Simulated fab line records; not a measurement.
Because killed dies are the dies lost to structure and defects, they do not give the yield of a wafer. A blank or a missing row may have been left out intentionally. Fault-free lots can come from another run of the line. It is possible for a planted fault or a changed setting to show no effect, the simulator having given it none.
Problem report in the 8D (eight disciplines) form, filled by code / flow ritCmos / the parts of the form that need people (team, actions taken, sign-off) are left out

## 1. THE ISSUE
Mean of killedAtFrontEnd at RIT_M1_PROBE_99: 264 across 6 wafers in 2 lots; on wafers with no fault it is 7 (standard deviation 3.1). That puts it +83 standard deviations away from the usual mean.
First observed at day 6 23:46: wafer L398.2, on prober-01. The record has a number at this step for 42 wafers belonging to 14 lots. Rule for "out", or "out of limits": more than 4 standard deviations from the usual mean. The other wafers with a number count as sound.

## 2. WHAT IT IS, AND WHAT IT ISN'T
question=which readings at this step | is=killedAtFrontEnd, killedDies, killedOnRim | is not=killedAtContacts
question=which lots | is=L397, L398 | is not=L384, L385, L387, L388, L389, L390, L392, L395, L403, L404, L405, L406
question=which wafers of those lots | is=all that have a number | is not=-
question=read on which tools | is=prober-01, prober-02 | is not=-
question=when | is=from day 6 23:46 | is not=up to then (24 sound wafers); but 12 sound wafers of L403, L404, L405, L406 came after

## 3. WHAT RULES OUT EACH SUSPECT
Counting: a tool stays on the suspect list if, at a process step up to the reading, it processed all lots that are out and no sound lot following the first of them.
- wetBench-01 at RIT_SILICIDE_WET_ETCH_00 (etches SiO2 in BOE, target depth 14 nm, time 15 s): ruled out as a lasting fault. Following L398 (day 6 16:43), the first lot on it that is out, the sound lots L403, L404 were run on it.
Left after counting: nothing in the record.

## 4. THE CAUSE (what the simulator had put in)
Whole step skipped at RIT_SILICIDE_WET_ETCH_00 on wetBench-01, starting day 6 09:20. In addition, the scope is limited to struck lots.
Counting ruled it out, wrongly: the rule takes a fault to strike every lot that its tool runs from its start on, and this one did not.

## 5. SEQUENCE OF EFFECTS, ordered by route
Each row: a reading where the mean over the struck wafers with a number is more than 3 standard deviations away from the usual. Only readings for which the record gives a usual standard deviation are gone through. hours: the time from each lot's start at the first step in this table that gives one to its start at this step, as a median over the lots. sigmas: the change in usual standard deviations.
hours=0; step=RIT_M1_PROBE_99; reading=killedAtFrontEnd; usual=7; on struck wafers=264; change=+257; sigmas=+83
hours=0; step=RIT_M1_PROBE_99; reading=killedDies; usual=7; on struck wafers=264; change=+257; sigmas=+83
hours=0; step=RIT_M1_PROBE_99; reading=killedOnRim; usual=1.9; on struck wafers=70.0; change=+68.1; sigmas=+52
It contains these process steps:
- RIT_M1_PROBE_99
Readings that are blank on the struck wafers while sound wafers have them: bathHeatDutyPct at RIT_SILICIDE_WET_ETCH_00; runLengthS at RIT_SILICIDE_WET_ETCH_00.

## 6. WHAT WOULD HAVE CAUGHT IT SOONER
First out-of-limits reading in this record: day 6 23:46, which is 14 hours after fault onset at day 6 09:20.
At RIT_SILICIDE_WET_ETCH_00 the tool's readings are blank on the struck wafers, where sound wafers have them: an empty tool record is the first sign, and it was there at once.
